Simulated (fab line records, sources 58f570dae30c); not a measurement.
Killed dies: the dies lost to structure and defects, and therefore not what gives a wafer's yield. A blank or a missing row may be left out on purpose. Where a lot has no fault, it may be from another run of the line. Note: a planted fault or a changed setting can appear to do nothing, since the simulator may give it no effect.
The tool behind it: which one?	flow berkeleyCmos170	7 lots with 21 wafers sampled at 4 steps, on a route of 331 steps

## WHAT EACH GAUGE READ, for each wafer
UCB170_PVT_OVL_MEAS_06.
lot	measured	on	PVT_OVL (nm)
L664	day 7 00:35	overlay-01	-1 -5 1
L667	day 7 10:39	overlay-01	-3 -3 -5
L668	day 8 04:17	overlay-01	- - -
L671	day 8 16:33	overlay-01	- - -
L678	day 10 02:40	overlay-02	-4 0 -4
L680	day 10 02:25	overlay-02	-15 -7 -4
L683	day 10 17:50	overlay-01	-7 -14 -16

## WHICH TOOL RAN EACH LOT (tool, then ch and the chambers of the sampled wafers, then the start)
lot	UCB170_NWELL_STRIP_15	UCB170_ACTIVE_STRIP_16	UCB170_PVT_COAT_01
L664	plasmaAsher-03 ch 0,1, day 2 19:26	plasmaAsher-02 ch 1, day 5 04:32	lithoTrack-03 ch 0, day 6 23:28
L667	plasmaAsher-04 ch 0,1, day 3 10:44	plasmaAsher-03 ch 0,1, day 5 17:52	lithoTrack-01 ch 0, day 7 09:23
L668	plasmaAsher-03 ch 1, day 3 19:18	plasmaAsher-02 ch 0,1, day 6 09:08	lithoTrack-01, day 8 03:07
L671	plasmaAsher-04 ch 1, day 4 09:46	plasmaAsher-04 ch 0,1, day 6 23:07	lithoTrack-03, day 8 15:42
L678	plasmaAsher-04 ch 1, day 5 21:14	plasmaAsher-02 ch 0,1, day 8 09:08	lithoTrack-03 ch 0, day 10 01:58
L680	plasmaAsher-03 ch 1, day 6 03:00	plasmaAsher-04 ch 0,1, day 8 08:34	lithoTrack-02 ch 0, day 10 01:25
L683	plasmaAsher-04 ch 0,1, day 6 20:16	plasmaAsher-02 ch 0,1, day 9 01:50	lithoTrack-01 ch 0, day 10 16:29
- UCB170_NWELL_STRIP_15: strips in O2.
- UCB170_ACTIVE_STRIP_16: strips in O2.
- UCB170_PVT_COAT_01: resist thk 900 nm.

## THE ANSWER, worked out from the rows above alone
Rule: the usual values come from the lots themselves. The widest of any qualifying gaps counts: lots, ordered by their means at a reading, are off when they make up no more than a third of the lots, leave a main group of 4 or more, and stand apart from it by 3 or more times the standard deviation of that group's means. A main group is skipped when, at the precision printed for the reading in the tables above, its means are all equal. A lot without any number at a reading at which 4 lots or more have one is off too. Any other lot the step has rows for is counted as sound.
Off: L668, L671, seen at UCB170_PVT_OVL_MEAS_06 (PVT_OVL). Without a number there: L668, L671. Main group: mean -6 nm, sd 4.1.
If a tool, at a process step before that reading, ran all the lots that are off and no sound lot after the first of them, it fits. Gauges at UCB170_PVT_OVL_MEAS_06: tried the same way as those tools. Of those tried, none fits.

## WHAT THE SIMULATOR PUT IN
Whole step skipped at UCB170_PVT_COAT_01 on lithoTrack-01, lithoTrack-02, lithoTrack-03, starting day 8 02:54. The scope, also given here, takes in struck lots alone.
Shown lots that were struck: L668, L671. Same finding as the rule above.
